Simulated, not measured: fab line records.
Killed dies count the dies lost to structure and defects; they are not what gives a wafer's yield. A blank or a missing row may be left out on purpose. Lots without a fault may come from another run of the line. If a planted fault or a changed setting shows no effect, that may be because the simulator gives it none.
Split-lot study    flow berkeley cmos170    on a route of 331 steps: 5 lots, 23 wafers read

ABOUT THE SPLIT
At UCB170_NLDD_EXPOSE_03 (exposes mask NSELECT, target cd 1200 nm), the setting dose mj was moved away from the recipe's 30 on 7 of the 23 wafers read, by -6.8% to -4.3%. All remaining wafers had this setting at the recipe value.

FROM THE SPLIT TO THE READING: what the file shows between them, 2 steps
- UCB170_NLDD_PEB_04
- UCB170_NLDD_DEVELOP_05: develop time 45 s

THE READING
At UCB170_NLDD_CD_MEAS_06: cd nm in nanometres, against a target cd of 1200 nm. On this fab line, fault-free wafers typically give 1199.6 nm with a standard deviation of 1.7 nm.

wafer   tool, chamber at the split  dose mj as run  against the recipe  cd nm, nm  against lot-mates on the recipe
L077.1  krf scanner-01, 0           30              recipe              1200.3     -
L077.4  krf scanner-01, 0           30              recipe              1199.3     -
L077.6  krf scanner-01, 0           30              recipe              1199.0     -
L076.2  krf scanner-02, 0           30              recipe              1199.6     -
L076.3  krf scanner-02, 0           30              recipe              1198.4     -
L076.4  krf scanner-02, 0           27.97           -6.8%               1186.3     -12.7
L076.5  krf scanner-02, 0           27.97           -6.8%               1188.4     -10.6
L076.6  krf scanner-02, 0           27.97           -6.8%               1187.0     -12.0
L080.1  krf scanner-02, 0           30              recipe              1202.6     -
L080.3  krf scanner-02, 0           30              recipe              1203.3     -
L080.4  krf scanner-02, 0           30              recipe              1201.8     -
L080.5  krf scanner-02, 0           30              recipe              1202.6     -
L080.6  krf scanner-02, 0           30              recipe              1203.3     -
L079.1  krf scanner-01, 0           28.71           -4.3%               1190.3     -8.0
L079.2  krf scanner-01, 0           28.71           -4.3%               1189.8     -8.5
L079.4  krf scanner-01, 0           30              recipe              1199.6     -
L079.5  krf scanner-01, 0           30              recipe              1198.5     -
L079.6  krf scanner-01, 0           30              recipe              1196.7     -
L082.1  krf scanner-01, 0           28.26           -5.8%               1186.2     -12.1
L082.2  krf scanner-01, 0           28.26           -5.8%               1187.1     -11.2
L082.3  krf scanner-01, 0           30              recipe              1198.1     -
L082.4  krf scanner-01, 0           30              recipe              1197.9     -
L082.6  krf scanner-01, 0           30              recipe              1198.8     -

FIT RESULTS
A straight line over all 23 wafers: cd nm changes by +2.05 nm for each +1% of dose mj; r = +0.95; the points scatter about the line by 1.9 nm.
The same after taking each lot's own level away (the mean of its wafers on the recipe; 23 wafers): +1.83 nm for each +1%; r = +0.99; scatter 0.82 nm.
On that fit, the largest move of dose mj shifts the reading by 12 nm.
Measured against the standard deviation above, the lots' own levels, which go from 1198.27 to 1202.72 nm, span 2.6 times it.
In other words, the slope is changed by the lot-to-lot level; the two fits disagree.
Check: with one of the wafers moved furthest among these (-6.8%) left out of the fit, the line predicts -12.4 nm for it against its lot-mates. Against them it came out at -12.7 nm.

ADDITIONAL SPLITS CARRIED BY THESE WAFERS
Other splits were also applied to these wafers ahead of the reading. Each is held against what the fit with the lots' levels taken away leaves over:
other split on the same wafers      wafers away from the commonest value  r with cd nm (lot level and that fit taken away)
UCB170_NWELL_IMPLANT_14 energy kev  6                                     +0.30
UCB170_PWELL_CVD_05 temp c          15                                    -0.27
UCB170_PWELL_IMPLANT_15 energy kev  5                                     -0.03
UCB170_ACTIVE_EXPOSE_10 dose mj     4                                     -0.08
UCB170_PFIELD_IMPLANT_07 dose cm2   11                                    -0.25
UCB170_NVT_COAT_01 spin rpm         5                                     -0.09
UCB170_GATE_ETCH_15 over etch frac  12                                    -0.17

THE FILE'S OWN FIT
cd nm changes by +1.86 nm for each +1% of dose mj, r = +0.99.
